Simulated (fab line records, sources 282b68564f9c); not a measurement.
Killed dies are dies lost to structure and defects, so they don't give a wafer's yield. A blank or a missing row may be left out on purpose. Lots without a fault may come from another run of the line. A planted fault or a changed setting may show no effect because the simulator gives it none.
Which tool did it? | flow rit_cmos | 14 lots, 42 wafers sampled, at 7 steps of a route of 202

WHAT THE GAUGES READ, wafer by wafer
RIT_FOX2_THK_MEAS_01.
lot  | measured    | on            | FOX2_OXIDE_THK (nm)
L132 | day 1 23:22 | film_metro-01 | 348 352 349
L135 | day 2 16:10 | film_metro-01 | 346 350 351
L136 | day 2 19:30 | film_metro-01 | 349 355 353
L137 | day 3 01:05 | film_metro-03 | 343 340 349
L138 | day 3 05:28 | film_metro-02 | 348 346 340
L140 | day 3 17:40 | film_metro-02 | 348 348 345
L141 | day 3 22:44 | film_metro-01 | 356 353 353
L142 | day 4 05:04 | film_metro-01 | 346 350 352
L145 | day 4 21:24 | film_metro-03 | 341 335 339
L148 | day 5 08:26 | film_metro-03 | 304 301 303
L150 | day 5 17:31 | film_metro-03 | 310 305 313
L151 | day 5 23:01 | film_metro-03 | 365 355 353
L153 | day 6 09:40 | film_metro-02 | 340 344 343
L154 | day 6 14:59 | film_metro-02 | 350 352 353

RIT_FOX2_THK_MEAS_90.
lot  | measured    | on            | FIELD_OXIDE_LEFT_1_THK (nm)
L132 | day 2 00:14 | film_metro-01 | 320 325 321
L135 | day 2 17:07 | film_metro-01 | 319 323 324
L136 | day 2 20:28 | film_metro-02 | 321 327 326
L137 | day 3 01:58 | film_metro-01 | 315 312 322
L138 | day 3 07:28 | film_metro-02 | 321 319 312
L140 | day 3 18:32 | film_metro-03 | 320 320 317
L141 | day 3 23:41 | film_metro-01 | 329 327 326
L142 | day 4 05:56 | film_metro-02 | 319 322 324
L145 | day 4 22:16 | film_metro-01 | 314 308 312
L148 | day 5 09:19 | film_metro-02 | 277 273 276
L150 | day 5 18:23 | film_metro-02 | 282 277 285
L151 | day 5 23:53 | film_metro-01 | 337 328 326
L153 | day 6 10:33 | film_metro-01 | 313 316 316
L154 | day 6 16:37 | film_metro-01 | 322 325 326

RIT_PWELL_OVL_MEAS_06.
lot  | measured    | on         | PWELL_OVL (nm)
L132 | day 2 03:08 | overlay-01 | -1.5 -2.7 -2.3
L135 | day 2 19:51 | overlay-02 | -0.4 -0.2 -1.3
L136 | day 2 23:04 | overlay-02 | -2.4 -0.8 -3.4
L137 | day 3 04:49 | overlay-02 | -3.3 -1.7 -2.9
L138 | day 3 10:13 | overlay-01 | -1.0 -0.5 -0.4
L140 | day 3 21:09 | overlay-02 | -0.5 -0.1 0.0
L141 | day 4 02:17 | overlay-02 | -3.3 -2.3 0.1
L142 | day 4 08:28 | overlay-01 | 1.8 -1.7 1.1
L145 | day 5 01:11 | overlay-02 | -1.3 -2.3 -1.9
L148 | day 5 12:03 | overlay-02 | -1.1 -2.8 -2.3
L150 | day 5 21:08 | overlay-01 | -1.1 -0.9 -0.7
L151 | day 6 02:23 | overlay-02 | -1.9 -0.5 1.3
L153 | day 6 13:17 | overlay-01 | 0.6 -0.4 1.8
L154 | day 6 19:37 | overlay-02 | -1.6 1.6 -0.4

RIT_FOX2_THK_MEAS_91.
lot  | measured    | on            | FIELD_OXIDE_LEFT_2_THK (nm)
L132 | day 2 12:49 | film_metro-01 | 252 256 252
L135 | day 3 05:41 | film_metro-01 | 250 254 254
L136 | day 3 08:50 | film_metro-02 | 253 260 258
L137 | day 3 14:31 | film_metro-01 | 247 244 254
L138 | day 3 20:00 | film_metro-03 | 253 251 244
L140 | day 4 07:16 | film_metro-01 | 252 252 250
L141 | day 4 13:28 | film_metro-02 | 260 258 257
L142 | day 4 18:31 | film_metro-02 | 250 254 256
L145 | day 5 10:55 | film_metro-03 | 246 240 244
L148 | day 5 23:01 | film_metro-01 | 208 205 208
L150 | day 6 06:48 | film_metro-02 | 214 209 217
L151 | day 6 12:19 | film_metro-02 | 268 259 257
L153 | day 6 23:03 | film_metro-01 | 244 248 248
L154 | day 7 05:15 | film_metro-01 | 254 257 258

RIT_GATE_CD_MEAS_90: target cd 150 nm.
lot  | measured    | on        | cd_nm (nm)
L132 | day 2 17:41 | cd_sem-01 | 148.9 150.0 147.9
L135 | day 3 10:32 | cd_sem-02 | 147.8 149.9 153.0
L136 | day 3 14:14 | cd_sem-02 | 147.7 150.6 149.8
L137 | day 3 19:52 | cd_sem-02 | 152.4 152.0 150.5
L138 | day 4 00:41 | cd_sem-02 | 151.9 152.1 151.3
L140 | day 4 17:52 | cd_sem-02 | 150.1 149.2 150.4
L141 | day 4 21:37 | cd_sem-01 | 150.6 151.1 148.0
L142 | day 5 00:26 | cd_sem-01 | 148.1 145.9 148.2
L145 | day 5 17:09 | cd_sem-01 | 149.8 151.7 153.8
L148 | day 6 03:50 | cd_sem-01 | 151.0 151.1 151.4
L150 | day 6 11:56 | cd_sem-02 | 148.6 148.5 150.9
L151 | day 6 17:15 | cd_sem-01 | 150.7 150.7 151.6
L153 | day 7 05:18 | cd_sem-02 | 147.1 147.4 147.3
L154 | day 7 11:53 | cd_sem-02 | 146.9 149.3 149.1

RIT_REOX_THK_MEAS_04.
lot  | measured    | on            | REOX_OXIDE_THK (nm)
L132 | day 2 20:45 | film_metro-01 | 25.3 25.3 25.7
L135 | day 3 14:25 | film_metro-03 | 25.3 25.5 25.4
L136 | day 3 18:18 | film_metro-04 | 26.0 25.9 25.6
L137 | day 3 23:44 | film_metro-03 | 25.2 25.7 25.6
L138 | day 4 03:44 | film_metro-04 | 25.4 25.1 24.8
L140 | day 4 20:55 | film_metro-03 | 24.6 24.3 24.3
L141 | day 5 00:37 | film_metro-03 | 24.6 24.3 24.4
L142 | day 5 03:29 | film_metro-03 | 25.4 25.0 24.8
L145 | day 5 20:11 | film_metro-01 | 24.8 25.0 24.7
L148 | day 6 06:52 | film_metro-04 | 25.3 25.6 25.6
L150 | day 6 15:25 | film_metro-03 | 24.6 24.8 25.1
L151 | day 6 20:26 | film_metro-03 | 24.3 24.7 24.5
L153 | day 7 08:20 | film_metro-03 | 25.7 25.5 25.4
L154 | day 7 15:17 | film_metro-04 | 25.1 25.7 25.2

WHICH TOOL RAN EACH LOT (tool, then ch and the chambers of the sampled wafers, then the start)
lot  | RIT_FOX2_OXIDATION_00
L132 | furnace-01 ch 0, day 1 22:03
L135 | furnace-01 ch 0, day 2 14:51
L136 | furnace-03 ch 0, day 2 18:10
L137 | furnace-01 ch 0, day 2 23:44
L138 | furnace-01 ch 0, day 3 04:09
L140 | furnace-02 ch 0, day 3 16:20
L141 | furnace-02 ch 0, day 3 21:23
L142 | furnace-01 ch 0, day 4 03:44
L145 | furnace-02 ch 0, day 4 20:05
L148 | furnace-01 ch 0, day 5 07:07
L150 | furnace-01 ch 0, day 5 16:11
L151 | furnace-02 ch 0, day 5 21:41
L153 | furnace-03 ch 0, day 6 08:21
L154 | furnace-02 ch 0, day 6 13:40
- RIT_FOX2_OXIDATION_00: target thk 350.7 nm, ox time 1130 s.

WHAT THE TOOLS THEMSELVES READ (means of the sampled wafers that have a number; where no wafer has one, the mark that the record gives instead)
RIT_FOX2_OXIDATION_00.
lot  | tool       | spike_tc_centre_C (C) | spike_tc_load_C (C) | spike_tc_source_C (C) | tube_center_temp_C (C) | tube_center_temp_C_max
L132 | furnace-01 | 1103.2                | 1129.8              | 1131.4                | 1100                   | 1103.3
L135 | furnace-01 | 1104.3                | 1129.5              | 1130.9                | 1100                   | 1103.0
L136 | furnace-03 | 1101.6                | 1129.3              | 1127.1                | 1100                   | 1102.9
L137 | furnace-01 | 1103.7                | 1129.9              | 1132.1                | 1100                   | 1103.1
L138 | furnace-01 | 1102.9                | 1129.9              | 1132.2                | 1100                   | 1103.0
L140 | furnace-02 | 1103.0                | 1127.8              | 1132.2                | 1100                   | 1102.9
L141 | furnace-02 | 1103.3                | 1126.0              | 1131.7                | 1100                   | 1102.7
L142 | furnace-01 | 1103.6                | 1129.2              | 1133.1                | 1100                   | 1103.5
L145 | furnace-02 | 1102.9                | 1128.4              | 1132.0                | 1100                   | 1103.3
L148 | furnace-01 | 1080.5                | 1106.5              | 1108.6                | 1077                   | 1080.1
L150 | furnace-01 | 1081.3                | 1106.3              | 1108.5                | 1077                   | 1080.2
L151 | furnace-02 | 1102.6                | 1128.0              | 1132.2                | 1100                   | 1103.1
L153 | furnace-03 | 1101.3                | 1129.3              | 1126.9                | 1100                   | 1102.9
L154 | furnace-02 | 1101.5                | 1127.1              | 1131.9                | 1100                   | 1102.4

THE ANSWER, worked out from the rows above alone
Rule: what is usual is taken from the lots themselves. Put in order of their means at a reading, lots are off if they are a third of the lots or fewer, leave a main group of 4 or more, and stand apart from it by a gap of 3 or more times the standard deviation of the main group's means; of several such gaps the widest counts. A main group whose means are all the same, to the digits that the tables above print for the reading, isn't used. A lot without any number at a reading at which 4 lots or more have one is off too. The other lots that the step has rows for count as sound. The gauges are gone through in route order, then the tools' own readings, and for those a lot's mean is taken as printed above. The first step at which some lot is off is used, and at that step the reading that is off furthest; a lot without a number counts as furthest.
Off: L148, L150, at RIT_FOX2_THK_MEAS_01 (FOX2_OXIDE_THK). The main group: mean 348 nm, standard deviation 5.2.
A tool fits if, at a process step before that reading, it ran every lot that is off, and no sound lot after the first of them. The gauges at RIT_FOX2_THK_MEAS_01 aren't tried: what is off there is off at RIT_FOX2_THK_MEAS_90 too, on other tools, and a gauge's error can't cause that. One fits: furnace-01 at RIT_FOX2_OXIDATION_00. Its last sound lot is L142 (day 4 03:44), its first lot that is off L148 (day 5 07:07): a fault that began between those two fits.
The tool's own readings at RIT_FOX2_OXIDATION_00 bear it out: on the lots that are off they differ by more than 5 times the standard deviation of the sound lots' means. spike_tc_centre_C reads 1080.9 C there against 1102.8 C on the sound lots; spike_tc_load_C reads 1106.4 C there against 1128.7 C on the sound lots; spike_tc_source_C reads 1108.5 C there against 1131.1 C on the sound lots; tube_center_temp_C reads 1077 C there against 1100 C on the sound lots; tube_center_temp_C_max reads 1080.2 there against 1103.0 on the sound lots.

WHAT THE SIMULATOR HAD PUT IN
Process parameter drift: furnace-01, from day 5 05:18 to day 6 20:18, at RIT_FOX2_OXIDATION_00. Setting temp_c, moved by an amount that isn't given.
Lots struck among those shown: L148, L150. The rule above found the same.
